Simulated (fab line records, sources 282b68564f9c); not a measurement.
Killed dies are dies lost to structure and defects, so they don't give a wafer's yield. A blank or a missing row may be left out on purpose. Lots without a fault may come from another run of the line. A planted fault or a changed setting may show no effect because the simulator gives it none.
fab line records | flow rit_cmos
record lots=13 wafers=37 last_day=8
route steps=202 shown ACTIVE@1 PRETRO@70 GATE@83 CONTACT@179 M1@202
lots that met no fault: from a run of the same line without faults
start_h: hours from the record's first day to the start of the lot's first wafer shown | wait_h: hours since the lot's step before | " the same as in the row above | L1.1+2: a row that stands for several wafers | - no value, or no start given | * or withheld: withheld | < > ~ a bound
route shown NAME@n: a module of which the file shows steps, and the number in the route of the first | usual: mean/standard deviation of fault-free wafers | same: alike in all rows | chamber/n: place in a boat | sites: the reading at each site | _std_site: their standard deviation | _edge_site: outer sites' mean less inner sites' | radius_mm: how far each site lies from the wafer's centre | mask NAME#n: copy n | behind: the tool/chamber that last shaped the wafer | hold: why the lot was held/for how many hours/how that ended | device: the transistor (n, p or np) that didn't switch | end of line: the same wafers' tests at the end of the route | a step without rows: its recipe alone | killed: dies lost to structure and defects at the first sort, not the wafer's yield | map: a wafer's dies, x killed, . not, _ none there
set.NAME: the setting as run; set.NAME@STEP: as run at that earlier step | model.NAME: the simulator's own value behind a step, which no gauge read
steps of the route over a sample of lots; a table a step, a row a wafer
services: from which hour (start_h, from the record's first day; less than 0 if before it) a tool's chamber was out of use, for how many hours, and why
## steps
# step RIT_ACTIVE_BOW_MEAS_00
# recipe mode=bow
# usual INCOMING_BOW=0/7.1
# columns lot.wafer tool chamber start_h wait_h INCOMING_BOW[um]
L427.3 film_metro-04 - 10.04 - -14
L427.5 " - " " -3
L427.6 " - " " 3
L429.1 film_metro-02 - 20.00 - 3
L429.4 " - " " 10
L429.5 " - " " -7
L430.2 film_metro-02 - 25.02 - 4
L430.3 " - " " -6
L430.5 " - " " 3
L431.1 film_metro-01 - 30.00 - 3
L431.4 " - " " 2
L431.6 " - " " 10
L432.1 film_metro-02 - 35.00 - 0
L432.3 " - " " 7
L432.5 " - " " 2
L433.1 film_metro-04 - 40.00 - 1
L433.2 " - " " 7
L433.4 " - " " 11
L435.1 film_metro-01 - 50.00 - -2
L435.2 " - " " -4
L435.4 " - " " 8
L442.1 film_metro-01 - 85.00 - 10
L442.4 " - " " 12
L442.5 " - " " 0
L443.6 film_metro-01 - 90.10 - 4
L445.3 film_metro-04 - 100.04 - 13
L445.4 " - " " 14
L445.5 " - " " -4
L446.1 film_metro-01 - 105.00 - 2
L446.2 " - " " -2
L446.3 " - " " 3
L448.2 film_metro-04 - 115.02 - -12
L448.5 " - " " 4
L448.6 " - " " 5
L450.1 film_metro-02 - 125.00 - -8
L450.2 " - " " -5
L450.3 " - " " -9
# step RIT_PRETRO_OVL_MEAS_06
# usual PRETRO_OVL=-0.9/1.2
# columns lot.wafer tool chamber start_h wait_h PRETRO_OVL[nm]
L427.3 overlay-02 - 38.00 - 1.5
L427.5 " - " " -1.5
L427.6 " - " " -0.3
L429.1 overlay-02 - 48.86 - -1.2
L429.4 " - " " -1.9
L429.5 " - " " -1.8
L430.2 overlay-02 - 52.03 - -2.7
L430.3 " - " " -2.4
L430.5 " - " " -1.9
L431.1 overlay-01 - 56.06 - -1.8
L431.4 " - " " -0.4
L431.6 " - " " -2.1
L432.1 overlay-02 - 61.18 - -2.7
L432.3 " - " " -0.8
L432.5 " - " " -1.1
L433.1 overlay-01 - 66.73 - -1.9
L433.2 " - " " -1.1
L433.4 " - " " -0.4
L435.1 overlay-01 - 77.09 - -1.1
L435.2 " - " " -0.1
L435.4 " - " " -1.4
L442.1 overlay-01 - 107.84 - 0.3
L442.4 " - " " 0.1
L442.5 " - " " 0.3
L443.6 overlay-02 - 115.99 - -2.2
L445.3 overlay-02 - 128.31 - 0.6
L445.4 " - " " 2.4
L445.5 " - " " 0.1
L446.1 overlay-01 - 133.00 - 0.7
L446.2 " - " " 1.2
L446.3 " - " " -0.1
L448.2 overlay-02 - 141.52 - 1.6
L448.5 " - " " -1.5
L448.6 " - " " 1.0
L450.1 overlay-01 - 152.76 - -1.5
L450.2 " - " " -1.6
L450.3 " - " " -1.4
# step RIT_GATE_THK_MEAS_07
# recipe reads=SiO2_of_GATE_OXIDATION_05
# usual GATE_OXIDE_THK=3.00/0.072
# columns lot.wafer tool chamber start_h wait_h GATE_OXIDE_THK[nm]
L427.3 film_metro-03 - 43.16 0.0 3.01
L427.5 " - " " 3.08
L427.6 " - " " 3.04
L429.1 film_metro-03 - 57.26 0.0 3.07
L429.4 " - " " 3.11
L429.5 " - " " 2.96
L430.2 film_metro-02 - 58.98 0.0 3.06
L430.3 " - " " 3.08
L430.5 " - " " 3.07
L431.1 film_metro-02 - 59.60 0.0 2.87
L431.4 " - " " 2.90
L431.6 " - " " 3.03
L432.1 film_metro-03 - 68.77 0.0 3.07
L432.3 " - " " 3.01
L432.5 " - " " 3.04
L433.1 film_metro-03 - 71.78 0.0 2.93
L433.2 " - " " 2.97
L433.4 " - " " 2.95
L435.1 film_metro-03 - 83.31 0.0 2.79
L435.2 " - " " 2.84
L435.4 " - " " 2.87
L442.1 film_metro-04 - 116.81 0.0 2.90
L442.4 " - " " 2.91
L442.5 " - " " 2.98
L443.6 film_metro-03 - 122.91 0.1 2.94
L445.3 film_metro-04 - 134.52 0.0 2.89
L445.4 " - " " 2.98
L445.5 " - " " 2.99
L446.1 film_metro-03 - 135.82 0.0 3.16
L446.2 " - " " 3.09
L446.3 " - " " 3.16
L448.2 film_metro-03 - 146.50 0.0 2.97
L448.5 " - " " 2.93
L448.6 " - " " 2.98
L450.1 film_metro-02 - 157.80 0.0 3.10
L450.2 " - " " 3.06
L450.3 " - " " 3.04
# step RIT_CONTACT_ETCH_11
# recipe target_depth_a=4800 over_etch_frac=0.2 stop_on=TiSi2 chemistry=CHF3/CF4/Ar target=SiO2 CHF3_flow_sccm=50 cf4_flow_sccm=10 Ar_flow_sccm=100 O2_flow_sccm=5 pressure_mtorr=100 rf_w=200 time_s=320
# usual drypump_motor_current_A=5.5/0.52 oes_product_au=0.981/0.017 over_etch_frac=0.2/0 throttle_valve_pct=8.87/0.1
# columns lot.wafer tool chamber start_h wait_h drypump_motor_current_A oes_product_au over_etch_frac rf_hours_counter_h throttle_valve_pct
L427.3 rie_diel-04 0 64.44 0.1 6.2 0.985 0.2 3 8.93
L427.5 " 1 " " 6.1 0.981 0.2 - 8.93
L427.6 " 2 " " 5.2 0.955 0.2 - 8.79
L429.1 rie_diel-04 2 76.58 0.1 5.2 0.962 0.2 18 8.77
L429.4 " 2 " " 5.2 0.958 0.2 - 8.77
L429.5 " 0 " " 6.2 0.975 0.2 - 8.91
L430.2 rie_diel-02 2 79.70 0.1 6.3 0.986 0.2 81 8.67
L430.3 " 3 " " 6.1 1.004 0.2 40 8.88
L430.5 " 2 " " 6.3 0.984 0.2 - 8.66
L431.1 rie_diel-01 2 79.93 0.1 4.8 0.974 0.2 46 8.88
L431.4 " 3 " " 5.1 0.967 0.2 4 8.83
L431.6 " 2 " " 4.8 0.979 0.2 - 8.88
L432.1 rie_diel-04 3 87.68 0.1 4.8 0.987 0.2 2 8.84
L432.3 " 1 " " 6.1 0.983 0.2 24 8.92
L432.5 " 2 " " 5.2 0.970 0.2 - 8.77
L433.1 rie_diel-01 3 90.84 0.1 5.1 0.976 0.2 4 8.82
L433.2 " 1 " " 5.6 0.980 0.2 116 8.87
L433.4 " 2 " " 4.9 0.975 0.2 46 8.88
L435.1 rie_diel-04 3 103.04 0.1 4.9 0.991 0.2 3 8.83
L435.2 " 1 " " 6.1 0.980 0.2 25 8.91
L435.4 " 2 " " 5.2 0.959 0.2 19 8.76
L442.1 rie_diel-01 2 136.03 0.1 4.8 0.984 0.2 47 8.89
L442.4 " 1 " " 5.6 0.987 0.2 116 8.88
L442.5 " 0 " " 5.2 1.014 0.2 - 8.84
L443.6 rie_diel-02 3 144.07 0.1 6.1 1.000 0.22249 - 8.87
L445.3 rie_diel-01 0 153.88 0.1 5.2 1.022 0.2 10 8.82
L445.4 " 3 " " 5.1 0.977 0.2 6 8.82
L445.5 " 1 " " 5.6 0.986 0.2 - 8.87
L446.1 rie_diel-01 0 156.31 0.1 5.2 1.014 0.2 11 8.84
L446.2 " 2 " " 4.9 0.979 0.2 48 8.89
L446.3 " 3 " " 5.1 0.978 0.2 6 8.80
L448.2 rie_diel-04 2 164.92 0.1 5.2 0.959 0.2 20 8.78
L448.5 " 2 " " 5.2 0.958 0.2 - 8.78
L448.6 " 3 " " 4.8 0.981 0.2 - 8.82
L450.1 rie_diel-01 0 176.31 0.1 5.2 1.009 0.2 11 8.83
L450.2 " 1 " " 5.5 0.983 0.2 117 8.88
L450.3 " 2 " " 4.8 0.973 0.2 48 8.89
# step RIT_M1_PROBE_99
# usual killed_at_contacts=0.1/0.27 killed_at_front_end=6.5/2.8 killed_dies=6.6/2.8 killed_open=3.5/2 killed_short=3.2/1.8
# same gross_dies=264 killed_at_M0_to_M3=0 killed_at_M4_up=0 killed_at_back_side=0 killed_at_other=0
# columns lot.wafer tool chamber start_h wait_h killed_at_contacts killed_at_front_end killed_dies killed_open killed_short
L427.3 prober-01 - 69.61 0.2 0 10 10 4 6
L427.5 prober-01 - 69.71 0.2 0 5 5 1 4
L427.6 prober-01 - 69.76 0.2 1 3 4 3 1
L429.1 prober-01 - 81.65 0.1 0 4 4 2 2
L429.4 prober-01 - 81.80 0.2 0 13 13 9 4
L429.5 prober-01 - 81.85 0.2 0 7 7 4 3
L430.2 prober-02 - 84.76 0.1 0 8 8 5 3
L430.3 prober-02 - 84.81 0.2 0 8 8 4 4
L430.5 prober-02 - 84.91 0.2 0 6 6 4 2
L431.1 prober-02 - 86.21 0.1 0 6 6 4 2
L431.4 prober-02 - 86.36 0.2 0 6 6 2 4
L431.6 prober-02 - 86.46 0.2 1 2 3 1 2
L432.1 prober-01 - 92.70 0.1 1 3 4 3 1
L432.3 prober-01 - 92.80 0.2 0 8 8 4 4
L432.5 prober-01 - 92.90 0.2 0 8 8 6 2
L433.1 prober-02 - 95.87 0.1 0 8 8 3 5
L433.2 prober-02 - 95.92 0.1 0 5 5 3 1
L433.4 prober-02 - 96.02 0.2 0 5 5 5 0
L435.1 prober-02 - 107.89 0.1 0 5 5 1 4
L435.2 prober-02 - 107.94 0.1 0 7 7 2 4
L435.4 prober-02 - 108.04 0.2 0 6 6 4 2
L442.1 prober-02 - 141.23 0.1 0 8 8 5 3
L442.4 prober-02 - 141.38 0.2 0 3 3 2 1
L442.5 prober-02 - 141.43 0.2 0 10 10 4 6
L443.6 prober-01 - 149.41 0.2 0 5 5 4 1
L445.3 prober-01 - 159.06 0.2 1 4 5 2 3
L445.4 prober-01 - 159.11 0.2 0 14 14 8 6
L445.5 prober-01 - 159.16 0.2 0 2 2 1 1
L446.1 prober-02 - 161.46 0.1 0 10 10 6 4
L446.2 prober-02 - 161.51 0.1 0 2 2 1 1
L446.3 prober-02 - 161.56 0.2 0 10 10 6 4
L448.2 prober-02 - 169.99 0.1 0 4 4 2 2
L448.5 prober-02 - 170.14 0.2 0 6 6 2 4
L448.6 prober-02 - 170.19 0.2 1 3 4 2 2
L450.1 prober-02 - 181.39 0.1 0 2 2 2 0
L450.2 prober-02 - 181.44 0.1 0 5 5 2 3
L450.3 prober-02 - 181.49 0.2 0 2 2 1 1
# killed by level:class
L427.3 FOX1:geometric_particle:short=2 GATE:geometric_particle:open=2 FOX1:geometric_particle:open=1 GATE:geometric_particle:short=1 REOX:geometric_particle:short=1 SPACER:geometric_particle:open=1 SPACER:geometric_particle:short=1 SILICIDE:geometric_particle:short=1
L427.5 FOX1:geometric_particle:short=2 SPACER:geometric_particle:short=2 GATE:geometric_particle:open=1
L427.6 FOX1:geometric_particle:open=1 GATE:geometric_particle:open=1 SPACER:geometric_particle:open=1 CONTACT:geometric_particle:short=1
L429.1 GATE:geometric_particle:open=1 REOX:geometric_particle:short=1 SPACER:geometric_particle:short=1 SILICIDE:geometric_particle:open=1
L429.4 GATE:geometric_particle:open=7 GATE:geometric_particle:short=2 FOX1:geometric_particle:short=1 FOX1:geometric_particle:open=1 FOX2:geometric_particle:short=1 SPACER:geometric_particle:open=1
L429.5 GATE:geometric_particle:open=2 FOX2:geometric_particle:open=1 GATE:geometric_particle:short=1 SPACER:geometric_particle:open=1 SPACER:geometric_particle:short=1 SILICIDE:geometric_particle:short=1
L430.2 REOX:geometric_particle:short=3 SPACER:geometric_particle:open=2 FOX1:geometric_particle:open=1 FOX2:geometric_particle:open=1 REOX:geometric_particle:open=1
L430.3 GATE:geometric_particle:open=2 FOX1:geometric_particle:open=1 GATE:geometric_particle:short=1 REOX:geometric_particle:short=1 REOX:geometric_particle:open=1 SPACER:geometric_particle:short=1 SILICIDE:geometric_particle:short=1
L430.5 SILICIDE:geometric_particle:open=2 FOX2:geometric_particle:short=1 GATE:geometric_particle:open=1 GATE:geometric_particle:short=1 REOX:geometric_particle:open=1
L431.1 SILICIDE:geometric_particle:open=2 FOX1:geometric_particle:short=1 GATE:geometric_particle:open=1 REOX:geometric_particle:open=1 SILICIDE:geometric_particle:short=1
L431.4 FOX2:geometric_particle:open=2 FOX1:geometric_particle:short=1 FOX2:geometric_particle:short=1 GATE:geometric_particle:short=1 SILICIDE:geometric_particle:short=1
L431.6 FOX1:geometric_particle:short=1 SPACER:geometric_particle:open=1 CONTACT:geometric_particle:short=1
L432.1 FOX1:geometric_particle:short=1 FOX1:geometric_particle:open=1 SPACER:geometric_particle:open=1 CONTACT:geometric_particle:open=1
L432.3 FOX1:geometric_particle:short=2 FOX1:geometric_particle:open=2 FOX2:geometric_particle:short=1 GATE:geometric_particle:open=1 REOX:geometric_particle:open=1 SPACER:geometric_particle:short=1
L432.5 FOX2:geometric_particle:open=3 GATE:geometric_particle:open=2 REOX:geometric_particle:short=1 REOX:geometric_particle:open=1 SPACER:geometric_particle:short=1
L433.1 SPACER:geometric_particle:short=2 FOX2:geometric_particle:short=1 GATE:geometric_particle:open=1 GATE:geometric_particle:short=1 REOX:geometric_particle:open=1 REOX:geometric_particle:short=1 SPACER:geometric_particle:open=1
L433.2 SPACER:geometric_particle:open=2 FOX1:geometric_particle:short=1 FOX1:geometric_particle:open=1 PRETRO:coat_microbubble_printed=1
L433.4 SILICIDE:geometric_particle:open=2 FOX1:geometric_particle:open=1 GATE:geometric_particle:open=1 SPACER:geometric_particle:open=1
L435.1 FOX1:geometric_particle:short=1 FOX1:geometric_particle:open=1 REOX:geometric_particle:short=1 SPACER:geometric_particle:short=1 SILICIDE:geometric_particle:short=1
L435.2 SPACER:geometric_particle:short=2 FOX1:geometric_particle:open=1 GATE:geometric_particle:short=1 SILICIDE:geometric_particle:open=1 SILICIDE:geometric_particle:short=1 PWELL:coat_microbubble_printed=1
L435.4 GATE:geometric_particle:open=2 SILICIDE:geometric_particle:short=2 FOX1:geometric_particle:open=1 SPACER:geometric_particle:open=1
L442.1 GATE:geometric_particle:open=4 GATE:geometric_particle:short=2 FOX1:geometric_particle:short=1 FOX2:geometric_particle:open=1
L442.4 FOX2:geometric_particle:open=1 SPACER:geometric_particle:open=1 SILICIDE:geometric_particle:short=1
L442.5 GATE:geometric_particle:short=3 GATE:geometric_particle:open=2 ACTIVE:geometric_particle:short=1 FOX2:geometric_particle:short=1 FOX2:geometric_particle:open=1 REOX:geometric_particle:open=1 SILICIDE:geometric_particle:short=1
L443.6 FOX2:geometric_particle:open=2 FOX2:geometric_particle:short=1 GATE:geometric_particle:open=1 REOX:geometric_particle:open=1
L445.3 GATE:geometric_particle:short=1 GATE:geometric_particle:open=1 REOX:geometric_particle:open=1 SILICIDE:geometric_particle:short=1 CONTACT:geometric_particle:short=1
L445.4 GATE:geometric_particle:open=3 GATE:geometric_particle:short=3 SILICIDE:geometric_particle:open=3 REOX:geometric_particle:open=2 FOX2:geometric_particle:short=1 REOX:geometric_particle:short=1 SILICIDE:geometric_particle:short=1
L445.5 GATE:geometric_particle:open=1 SILICIDE:geometric_particle:short=1
L446.1 GATE:geometric_particle:open=3 GATE:geometric_particle:short=3 FOX1:geometric_particle:short=1 FOX2:geometric_particle:open=1 SPACER:geometric_particle:open=1 SILICIDE:geometric_particle:open=1
L446.2 GATE:geometric_particle:short=1 GATE:geometric_particle:open=1
L446.3 FOX1:geometric_particle:open=2 GATE:geometric_particle:short=2 SPACER:geometric_particle:open=2 FOX2:geometric_particle:short=1 GATE:geometric_particle:open=1 SPACER:geometric_particle:short=1 SILICIDE:geometric_particle:open=1
L448.2 FOX1:geometric_particle:short=1 FOX2:geometric_particle:open=1 SPACER:geometric_particle:open=1 SPACER:geometric_particle:short=1
L448.5 FOX1:geometric_particle:short=2 FOX2:geometric_particle:open=1 GATE:geometric_particle:short=1 SILICIDE:geometric_particle:short=1 SILICIDE:geometric_particle:open=1
L448.6 FOX2:geometric_particle:open=2 SPACER:geometric_particle:short=1 CONTACT:geometric_particle:short=1
L450.1 FOX2:geometric_particle:open=1 REOX:geometric_particle:open=1
L450.2 FOX1:geometric_particle:short=1 GATE:geometric_particle:short=1 SPACER:geometric_particle:short=1 SPACER:geometric_particle:open=1 SILICIDE:geometric_particle:open=1
L450.3 GATE:geometric_particle:open=1 SPACER:geometric_particle:short=1
## services
# columns tool chamber start_h hours kind
rie_diel-04 - 52.58 4.0 pm
rie_diel-04 1 70.78 9.5 repair
rie_diel-04 - 133.04 5.4 repair
rie_diel-02 - 149.50 0.5 repair
## key
first_sign step=RIT_CONTACT_ETCH_11 reading=over_etch_frac direction=up sigmas=99+ usual=0.2 struck=0.22249
effect none on later readings
met_at RIT_CONTACT_ETCH_11
struck_lots L443
struck_wafers L443.6
tester_left_out L443
not_acting_at RIT_ACTIVE_BOW_MEAS_00,RIT_PRETRO_OVL_MEAS_06,RIT_GATE_THK_MEAS_07
onset_between 79.70 144.07
earlier_fault kind=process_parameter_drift tool=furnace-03 chamber=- onset_h=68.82 steps=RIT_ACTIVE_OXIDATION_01 channel=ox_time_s offset=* shape=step end_h=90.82 acts_in=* stated=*
fault kind=process_parameter_drift tool=rie_diel-02 chamber=3 onset_h=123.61 steps=RIT_CONTACT_ETCH_11 channel=over_etch_frac offset=0.022488 shape=step end_h=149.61 acts_in=these_recipes_only stated=0.2
# tester_left_out: of these lots the tester's yield and bins aren't shown, on N5 and GAA mostly nor the transistor test; their killed dies are dies lost to structure and defects alone, not to doping, threshold or leakage, so they don't give the yield
